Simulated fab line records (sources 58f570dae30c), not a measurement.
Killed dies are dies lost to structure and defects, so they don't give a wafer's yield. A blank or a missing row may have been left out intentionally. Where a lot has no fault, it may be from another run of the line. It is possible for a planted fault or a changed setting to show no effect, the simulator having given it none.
fab line records | flow berkeley-cmos170
record lots=15 | wafers=45 | last-day=12
route steps=331 shown START@3 ZERO@13 NWELL@16 NVT@110
lots that met no fault: taken from a fault-free run of the same line
start-h: the number of hours between the record's first day and the start of the first shown wafer of the lot | wait-h: hours from the lot's prior step to this one | " repeats the value in the row above | L1.1+2: a single row standing in for several wafers | - no value, or no start given | * or withheld: withheld | < > ~ a bound
route shown NAME@n: names a module that has steps shown in the file, with the first one's number in the route | usual: mean/standard deviation taken from wafers without a fault | same: alike in all rows | chamber/n: place in a boat | sites: the reading at each site | _std_site: their standard deviation | _edge_site: mean of outer sites minus mean of inner sites | radius-mm: how far each site lies from the wafer's centre | mask NAME#n: copy n | behind: tool/chamber where the wafer was last shaped | hold: why the lot went on hold/how many hours it stayed there/how the hold came to an end | device: whichever transistor did not switch (one of n, p or np) | end of line: the tests these same wafers got at the end of their route | for a step that has no rows: nothing shown but its recipe | killed: count of dies lost to structure and defects at first sort (not the wafer's yield) | map: a wafer's dies, x killed, . not, _ none there
set.NAME: setting as actually run; set.NAME@STEP: the setting as run at that earlier step | model.NAME: the simulator's own value behind a step, which no gauge read
the route's steps for a sample of lots (tables are steps, rows are wafers)
services: from which hour (start-h, from the record's first day; less than 0 if before it) a tool's chamber was out of use, for how many hours, and why
## steps
# step UCB170_START_OXIDATION_02
# recipe temp-c=950 | ambient=O2 | target-thk-a=200 | ox-time-s=1800
# usual ox-temp-c=950.0/0.42 | ox-temp-c-max=955.1/1.1
lot.wafer | tool       | chamber | start-h | wait-h | ox-temp-c | ox-temp-c-max
L200.2    | furnace-03 | 0       | 17.24   | 2.1    | 950.7     | 954.8
L200.4    | "          | 0       | "       | "      | 950.8     | 956.9
L200.6    | "          | 0       | "       | "      | 950.5     | 955.8
L201.1    | furnace-01 | 0       | 25.72   | 5.6    | 949.7     | 953.7
L201.3    | "          | 0       | "       | "      | 949.3     | 953.5
L201.4    | "          | 0       | "       | "      | 949.9     | 955.1
L202.3    | furnace-01 | 0       | 25.72   | 0.6    | 950.6     | 954.1
L202.4    | "          | 0       | "       | "      | 949.3     | 953.5
L202.6    | "          | 0       | "       | "      | 949.9     | 955.2
L203.1    | furnace-04 | 0       | 34.16   | 4.0    | 949.8     | 957.3
L203.3    | "          | 0       | "       | "      | 950.3     | 957.0
L203.4    | "          | 0       | "       | "      | 950.4     | 956.0
L208.4    | furnace-03 | 0       | 55.83   | 0.7    | 949.7     | 956.3
L208.5    | "          | 0       | "       | "      | 950.5     | 957.4
L208.6    | "          | 0       | "       | "      | 949.4     | 955.2
L211.2    | furnace-04 | 0       | 71.76   | 1.6    | 949.6     | 954.8
L211.3    | "          | 0       | "       | "      | 950.1     | 956.6
L211.4    | "          | 0       | "       | "      | 950.6     | 957.1
L212.2    | furnace-01 | -       | 76.52   | 1.2    | -         | -
L212.4    | "          | -       | "       | "      | -         | -
L212.6    | "          | -       | "       | "      | -         | -
L213.1    | furnace-04 | -       | 81.10   | 1.0    | -         | -
L213.2    | "          | -       | "       | "      | -         | -
L213.6    | "          | -       | "       | "      | -         | -
L214.1    | furnace-01 | -       | 89.47   | 4.3    | -         | -
L214.2    | "          | -       | "       | "      | -         | -
L214.5    | "          | -       | "       | "      | -         | -
L216.1    | furnace-03 | 0       | 96.71   | 1.6    | 949.9     | 955.6
L216.3    | "          | 0       | "       | "      | 949.6     | 954.5
L216.4    | "          | 0       | "       | "      | 950.4     | 954.2
L217.1    | furnace-01 | 0       | 102.50  | 2.3    | 949.4     | 953.9
L217.3    | "          | 0       | "       | "      | 949.4     | 953.6
L217.6    | "          | 0       | "       | "      | 949.4     | 953.3
L219.3    | furnace-04 | 0       | 112.33  | 2.2    | 950.1     | 955.4
L219.5    | "          | 0       | "       | "      | 949.2     | 954.2
L219.6    | "          | 0       | "       | "      | 949.1     | 954.4
L220.1    | furnace-04 | 0       | 118.01  | 2.9    | 950.3     | 957.2
L220.4    | "          | 0       | "       | "      | 949.7     | 954.5
L220.6    | "          | 0       | "       | "      | 949.3     | 954.6
L221.2    | furnace-01 | 0       | 122.30  | 2.0    | 951.0     | 955.3
L221.3    | "          | 0       | "       | "      | 950.7     | 955.4
L221.4    | "          | 0       | "       | "      | 950.4     | 954.3
L222.4    | furnace-04 | 0       | 127.95  | 2.8    | 950.0     | 955.5
L222.5    | "          | 0       | "       | "      | 950.0     | 956.7
L222.6    | "          | 0       | "       | "      | 950.4     | 955.4
# step UCB170_ZERO_STRIP_07
# recipe chemistry=O2 | power-w=400 | pressure-mtorr=3500 | platen-temp-c=withheld | o2-flow-sccm=400 | overash-fraction=0.5
# usual drypump-motor-current-A=5.2/0.33 | oes-product-au=0.727/0.0047 | strip-time-to-endpoint-s=21.50/0.067
lot.wafer | tool            | chamber | start-h | wait-h | drypump-motor-current-A | oes-product-au | rf-hours-counter-h | strip-time-to-endpoint-s
L200.2    | plasma-asher-04 | 0       | 25.25   | 0.0    | 4.7                     | 0.725          | 24                 | 21.57
L200.4    | "               | 1       | "       | "      | 5.5                     | 0.725          | -                  | 21.54
L200.6    | "               | 0       | "       | "      | 4.7                     | 0.724          | -                  | 21.58
L201.1    | plasma-asher-03 | 1       | 35.20   | 0.0    | 5.3                     | 0.726          | 31                 | 21.64
L201.3    | "               | 1       | "       | "      | 5.3                     | 0.733          | -                  | 21.59
L201.4    | "               | 0       | "       | "      | 5.4                     | 0.725          | -                  | 21.65
L202.3    | plasma-asher-02 | 0       | 35.48   | 0.0    | 5.0                     | 0.720          | -                  | 21.42
L202.4    | "               | 1       | "       | "      | 5.6                     | 0.729          | -                  | 21.36
L202.6    | "               | 0       | "       | "      | 5.0                     | 0.732          | -                  | 21.41
L203.1    | plasma-asher-04 | 0       | 39.91   | 0.0    | 4.7                     | 0.721          | 25                 | 21.60
L203.3    | "               | 0       | "       | "      | 4.7                     | 0.735          | -                  | 21.48
L203.4    | "               | 1       | "       | "      | 5.5                     | 0.723          | -                  | 21.59
L208.4    | plasma-asher-02 | 1       | 61.23   | 0.0    | 5.6                     | 0.732          | -                  | 21.47
L208.5    | "               | 1       | "       | "      | 5.6                     | 0.731          | -                  | 21.51
L208.6    | "               | 0       | "       | "      | 5.0                     | 0.724          | -                  | 21.51
L211.2    | plasma-asher-03 | 1       | 76.96   | 0.0    | 5.3                     | 0.728          | 36                 | 21.38
L211.3    | "               | 0       | "       | "      | 5.4                     | 0.724          | -                  | 21.41
L211.4    | "               | 1       | "       | "      | 5.3                     | 0.727          | -                  | 21.41
L216.1    | plasma-asher-04 | 0       | 102.93  | 0.0    | 4.7                     | 0.726          | 33                 | 21.48
L216.3    | "               | 1       | "       | "      | 5.5                     | 0.730          | -                  | 21.52
L216.4    | "               | 0       | "       | "      | 4.7                     | 0.730          | -                  | 21.45
L217.1    | plasma-asher-03 | 0       | 106.62  | 0.0    | 5.4                     | 0.730          | 40                 | 21.47
L217.3    | "               | 0       | "       | "      | 5.4                     | 0.718          | -                  | 21.54
L217.6    | "               | 1       | "       | "      | 5.3                     | 0.721          | -                  | 21.54
L219.3    | plasma-asher-04 | 0       | 119.67  | 0.0    | 4.7                     | 0.726          | -                  | 21.52
L219.5    | "               | 0       | "       | "      | 4.7                     | 0.717          | -                  | 21.48
L219.6    | "               | 1       | "       | "      | 5.5                     | 0.730          | -                  | 21.55
L220.1    | plasma-asher-03 | 0       | 123.57  | 0.0    | 5.4                     | 0.724          | 42                 | 21.50
L220.4    | "               | 1       | "       | "      | 5.3                     | 0.731          | -                  | 21.51
L220.6    | "               | 0       | "       | "      | 5.4                     | 0.733          | -                  | 21.49
L221.2    | plasma-asher-04 | 0       | 129.74  | 0.0    | 4.7                     | 0.729          | 37                 | 21.58
L221.3    | "               | 0       | "       | "      | 4.7                     | 0.737          | -                  | 21.62
L221.4    | "               | 1       | "       | "      | 5.5                     | 0.728          | -                  | 21.52
L222.4    | plasma-asher-02 | 1       | 134.70  | 0.0    | 5.6                     | 0.728          | -                  | 21.39
L222.5    | "               | 1       | "       | "      | 5.6                     | 0.726          | -                  | 21.43
L222.6    | "               | 0       | "       | "      | 5.0                     | 0.728          | -                  | 21.40
# step UCB170_NWELL_THK_MEAS_02
# recipe reads=SiO2_of_NWELL_OXIDATION_01
# usual NWELL_OXIDE_THK=26.4/0.4
lot.wafer | tool          | chamber | start-h | wait-h | NWELL_OXIDE_THK[nm]
L200.2    | film-metro-02 | -       | 32.31   | 0.0    | 27.0
L200.4    | "             | -       | "       | "      | 26.4
L200.6    | "             | -       | "       | "      | 26.5
L201.1    | film-metro-04 | -       | 39.49   | 0.0    | 26.2
L201.3    | "             | -       | "       | "      | 26.2
L201.4    | "             | -       | "       | "      | 26.3
L202.3    | film-metro-02 | -       | 39.51   | 0.0    | 26.6
L202.4    | "             | -       | "       | "      | 26.6
L202.6    | "             | -       | "       | "      | 26.4
L203.1    | film-metro-01 | -       | 43.84   | 0.0    | 25.8
L203.3    | "             | -       | "       | "      | 26.6
L203.4    | "             | -       | "       | "      | 26.1
L208.4    | film-metro-01 | -       | 65.45   | 0.0    | 25.8
L208.5    | "             | -       | "       | "      | 25.7
L208.6    | "             | -       | "       | "      | 25.8
L211.2    | film-metro-04 | -       | 80.11   | 0.1    | 26.4
L211.3    | "             | -       | "       | "      | 26.3
L211.4    | "             | -       | "       | "      | 26.5
L216.1    | film-metro-02 | -       | 107.02  | 0.0    | 26.8
L216.3    | "             | -       | "       | "      | 26.3
L216.4    | "             | -       | "       | "      | 27.2
L217.1    | film-metro-02 | -       | 109.87  | 0.0    | 25.7
L217.3    | "             | -       | "       | "      | 26.4
L217.6    | "             | -       | "       | "      | 25.8
L219.3    | film-metro-02 | -       | 122.71  | 0.0    | 26.6
L219.5    | "             | -       | "       | "      | 26.5
L219.6    | "             | -       | "       | "      | 26.6
L220.1    | film-metro-02 | -       | 128.90  | 0.0    | 26.7
L220.4    | "             | -       | "       | "      | 26.9
L220.6    | "             | -       | "       | "      | 26.7
L221.2    | film-metro-02 | -       | 133.01  | 0.0    | 26.8
L221.3    | "             | -       | "       | "      | 26.7
L221.4    | "             | -       | "       | "      | 26.6
L222.4    | film-metro-02 | -       | 141.00  | 0.0    | 26.9
L222.5    | "             | -       | "       | "      | 26.2
L222.6    | "             | -       | "       | "      | 26.8
# step UCB170_NVT_OVL_MEAS_06
# usual NVT_OVL=0/5
lot.wafer | tool       | chamber | start-h | wait-h | NVT_OVL[nm]
L202.3    | overlay-02 | -       | 112.74  | -      | -3
L202.4    | "          | -       | "       | "      | -2
L202.6    | "          | -       | "       | "      | -5
L201.1    | overlay-01 | -       | 112.81  | -      | 5
L201.3    | "          | -       | "       | "      | 3
L201.4    | "          | -       | "       | "      | -4
L200.2    | overlay-01 | -       | 113.06  | -      | 2
L200.4    | "          | -       | "       | "      | 3
L200.6    | "          | -       | "       | "      | 0
L203.1    | overlay-01 | -       | 124.44  | -      | -5
L203.3    | "          | -       | "       | "      | 0
L203.4    | "          | -       | "       | "      | 7
L208.4    | overlay-01 | -       | 147.67  | -      | -4
L208.5    | "          | -       | "       | "      | 9
L208.6    | "          | -       | "       | "      | 7
L211.2    | overlay-01 | -       | 163.83  | -      | -7
L211.3    | "          | -       | "       | "      | -6
L211.4    | "          | -       | "       | "      | 0
L217.1    | overlay-01 | -       | 192.89  | -      | 9
L217.3    | "          | -       | "       | "      | 12
L217.6    | "          | -       | "       | "      | 12
L216.1    | overlay-02 | -       | 192.94  | -      | -4
L216.3    | "          | -       | "       | "      | 1
L216.4    | "          | -       | "       | "      | -7
L219.3    | overlay-01 | -       | 208.53  | -      | 2
L219.5    | "          | -       | "       | "      | -5
L219.6    | "          | -       | "       | "      | 3
L220.1    | overlay-01 | -       | 216.80  | -      | 3
L220.4    | "          | -       | "       | "      | -2
L220.6    | "          | -       | "       | "      | 4
L221.2    | overlay-02 | -       | 217.08  | -      | 1
L221.3    | "          | -       | "       | "      | 1
L221.4    | "          | -       | "       | "      | 4
L222.4    | overlay-01 | -       | 223.73  | -      | -3
L222.5    | "          | -       | "       | "      | -5
L222.6    | "          | -       | "       | "      | 3
## services
tool            | chamber | start-h | hours | kind
furnace-01      | -       | 1.13    | 1.3   | pm
furnace-01      | -       | 3.89    | 4.7   | pm
furnace-04      | -       | 18.78   | 3.8   | pm
furnace-03      | -       | 27.84   | 3.1   | pm
plasma-asher-02 | -       | 48.55   | 0.6   | repair
furnace-04      | -       | 75.84   | 3.6   | pm
furnace-01      | -       | 80.87   | 3.4   | pm
plasma-asher-02 | -       | 118.50  | 8.3   | repair
## key
first-sign step=UCB170_START_OXIDATION_02 | reading=tool-record | direction=missing
effect none on later readings
met-at UCB170_START_OXIDATION_02
struck-lots L212,L213,L214
later-rows-left-out L212.2,L212.4,L212.6,L213.1,L213.2,L213.6,L214.1,L214.2,L214.5
sort-left-out L212.2,L212.4,L212.6,L213.1,L213.2,L213.6,L214.1,L214.2,L214.5
tester-left-out L212,L213,L214
not-acting-at UCB170_ZERO_STRIP_07,UCB170_NWELL_THK_MEAS_02,UCB170_NVT_OVL_MEAS_06
onset-between 71.76 76.52
fault kind=skipped-step-whole | tool=furnace-01,furnace-04 | chamber=- | onset-h=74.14 | steps=UCB170_START_OXIDATION_02 | scope=struck-lots-only
# tester-left-out: of these lots the tester's yield and bins aren't shown, on N5 and GAA mostly nor the transistor test; their killed dies are dies lost to structure and defects alone, not to doping, threshold or leakage, so they don't give the yield
# sort-left-out: the simulated sort isn't trusted on such a fault, so these wafers' sort isn't shown, and their yield isn't known
# later-rows-left-out: the simulator's readings of these wafers behind a module that went badly wrong aren't trusted and aren't shown, but for the sort
